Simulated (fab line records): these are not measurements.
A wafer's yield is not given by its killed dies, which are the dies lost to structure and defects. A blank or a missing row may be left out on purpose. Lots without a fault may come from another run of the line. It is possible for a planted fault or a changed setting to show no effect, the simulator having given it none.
The tool behind it: which one? -- flow berkeley-cmos170 -- 15 lots with 45 wafers sampled at 5 steps, on a route of 331 steps

WHAT EACH GAUGE READ, for each wafer
UCB170_NWELL_TW_MEAS_16. Usual: for NWELL_TW the level is 1252 and the standard deviation is 13.
lot,measured,on,NWELL_TW,flag
L175,day 2 09:38,film-metro-01,1254 1264 1257,
L176,day 2 15:24,film-metro-04,1270 1262 1266,
L177,day 2 16:08,film-metro-01,1253 1254 1259,
L178,day 2 21:47,film-metro-01,1262 1253 1251,
L179,day 3 07:45,film-metro-01,1261 1264 1269,
L181,day 3 17:17,film-metro-03,1236 1229 1232,
L184,day 4 03:28,film-metro-01,1265 1260 1264,
L182,day 4 03:44,film-metro-01,1269 1265 1268,
L183,day 4 03:53,film-metro-04,1321 1322 1320,OFF
L187,day 4 20:20,film-metro-04,1331 1323 1325,OFF
L189,day 5 01:58,film-metro-04,1332 1334 1335,OFF
L192,day 5 21:53,film-metro-04,1256 1252 1247,
L194,day 6 02:03,film-metro-03,1225 1232 1227,
L197,day 6 22:17,film-metro-01,1258 1262 1267,
L198,day 7 09:31,film-metro-03,1243 1231 1236,

UCB170_PFIELD_OVL_MEAS_06. Usual: for PFIELD_OVL the level is 5 nm and the standard deviation is 6.1.
lot,measured,on,PFIELD_OVL (nm),flag
L175,day 4 15:29,overlay-02,9 4 4,
L176,day 5 00:08,overlay-02,0 13 11,
L177,day 4 23:47,overlay-01,8 7 -2,
L178,day 5 00:25,overlay-01,6 4 13,
L179,day 5 14:05,overlay-02,11 7 9,
L181,day 5 20:32,overlay-02,8 11 7,
L184,day 6 05:35,overlay-01,12 11 11,
L182,day 6 05:19,overlay-02,-2 -4 -3,
L183,day 6 04:57,overlay-01,3 11 13,
L187,day 6 21:40,overlay-02,0 -3 12,
L189,day 7 01:49,overlay-01,6 3 6,
L192,day 8 02:04,overlay-02,3 -2 4,
L194,day 8 02:56,overlay-01,10 10 8,
L197,day 8 18:26,overlay-01,4 0 -4,
L198,day 9 11:52,overlay-02,4 5 6,

UCB170_NVT_OVL_MEAS_06. Usual: for NVT_OVL the level is -2 nm and the standard deviation is 5.7.
lot,measured,on,NVT_OVL (nm),flag
L175,day 5 21:58,overlay-02,-6 -14 -7,
L176,day 6 01:47,overlay-01,-1 -7 -8,
L177,day 6 02:13,overlay-01,0 0 -4,
L178,day 6 01:58,overlay-02,11 6 4,
L179,day 6 18:50,overlay-01,-3 -4 -3,
L181,day 7 00:18,overlay-02,-3 -6 -4,
L184,day 7 11:49,overlay-01,-1 -8 -5,
L182,day 7 12:15,overlay-02,-7 -1 -4,
L183,day 7 12:23,overlay-01,2 -13 -6,
L187,day 8 10:56,overlay-01,-5 -2 -7,
L189,day 8 11:29,overlay-01,2 -4 -7,
L192,day 9 01:59,overlay-01,-1 -1 6,
L194,day 9 01:42,overlay-02,-15 -2 1,
L197,day 10 01:05,overlay-02,3 -1 3,
L198,day 10 16:46,overlay-02,-7 -6 -6,

UCB170_NSD_OVL_MEAS_07. Usual: for NSD_OVL the level is -1 nm and the standard deviation is 5.3.
lot,measured,on,NSD_OVL (nm),flag
L175,day 7 01:50,overlay-02,-6 -1 1,
L176,day 7 02:10,overlay-01,-1 2 1,
L177,day 7 01:54,overlay-01,-6 -4 -8,
L178,day 7 01:12,overlay-01,3 1 -4,
L179,day 8 03:49,overlay-02,-7 4 -2,
L181,day 8 04:04,overlay-02,2 0 0,
L184,day 8 15:58,overlay-02,-3 5 -1,
L182,day 8 15:49,overlay-01,-1 -1 3,
L183,day 8 16:06,overlay-01,-3 -6 -3,
L187,day 9 18:27,overlay-01,5 2 -8,
L189,day 9 18:10,overlay-02,-4 -2 -11,
L192,day 10 04:51,overlay-01,3 -2 1,
L194,day 10 04:34,overlay-02,13 2 -1,
L197,day 11 09:19,overlay-01,-1 0 -7,
L198,day 11 20:08,overlay-02,-1 4 -1,

WHICH TOOL RAN EACH LOT (tool, then ch and the chambers of the sampled wafers, then the start)
lot,UCB170_NWELL_IMPLANT_14
L175,"implanter-04 ch 0, day 2 09:23"
L176,"implanter-03 ch 0, day 2 15:10"
L177,"implanter-04 ch 0, day 2 15:55"
L178,"implanter-04 ch 0, day 2 21:33"
L179,"implanter-03 ch 0, day 3 07:32"
L181,"implanter-03 ch 0, day 3 17:02"
L184,"implanter-03 ch 0, day 4 03:14"
L182,"implanter-04 ch 0, day 4 03:29"
L183,"implanter-03 ch 0, day 4 03:38"
L187,"implanter-03 ch 0, day 4 20:05"
L189,"implanter-03 ch 0, day 5 01:43"
L192,"implanter-04 ch 0, day 5 21:39"
L194,"implanter-04 ch 0, day 6 01:48"
L197,"implanter-04 ch 0, day 6 22:02"
L198,"implanter-04 ch 0, day 7 09:17"
- UCB170_NWELL_IMPLANT_14

WHAT THE TOOLS THEMSELVES READ (means of the sampled wafers that have a number; where no wafer has one, the mark that the record gives instead)
UCB170_NWELL_IMPLANT_14. Usual: 150.00 for beam-energy-keV, sd 0.049.
lot,tool,beam-energy-keV,flag
L175,implanter-04,150.01,
L176,implanter-03,150.02,
L177,implanter-04,150.08,
L178,implanter-04,149.99,
L179,implanter-03,150.07,
L181,implanter-03,150.03,
L184,implanter-03,149.95,
L182,implanter-04,150.02,
L183,implanter-03,202.45,OFF
L187,implanter-03,202.52,OFF
L189,implanter-03,202.48,OFF
L192,implanter-04,150.00,
L194,implanter-04,149.99,
L197,implanter-04,150.01,
L198,implanter-04,149.99,

THE ANSWER, worked out from the rows above alone
Rule: lot off if the mean of its wafers having a number is beyond 3 standard deviations from the usual mean. A lot without any number at a reading at which 4 lots or more have one is off too. Where the step has rows for the other lots, those lots are counted as sound. Order of review: gauges by route order, followed by the tools' own readings, for which a lot's mean as printed above is used. The first step at which some lot is off is used, and at that step the reading that is off furthest; a lot without a number counts as furthest.
Off: L183, L187, L189, at UCB170_NWELL_TW_MEAS_16 (NWELL_TW).
A tool fits if, at a process step before that reading, it ran every lot that is off, and no sound lot after the first of them. The gauges at UCB170_NWELL_TW_MEAS_16 aren't tried: what is off there is off at UCB170_NWELL_IMPLANT_14 too, on other tools, and a gauge's error can't cause that. One fits: implanter-03 at UCB170_NWELL_IMPLANT_14. Its last sound lot is L184 (day 4 03:14), its first lot that is off L183 (day 4 03:38): a fault that began between those two fits.
The tool's own readings at UCB170_NWELL_IMPLANT_14 bear it out: on the lots that are off they differ by more than 5 times the standard deviation of the sound lots' means. beam-energy-keV reads 202.48 there against 150.01 on the sound lots.

WHAT WAS PUT IN BY THE SIMULATOR
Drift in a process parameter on implanter-03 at UCB170_NWELL_IMPLANT_14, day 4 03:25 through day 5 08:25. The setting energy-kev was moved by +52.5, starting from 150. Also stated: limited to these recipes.
Lots struck among those shown: L183, L187, L189. The rule given above showed the same thing.
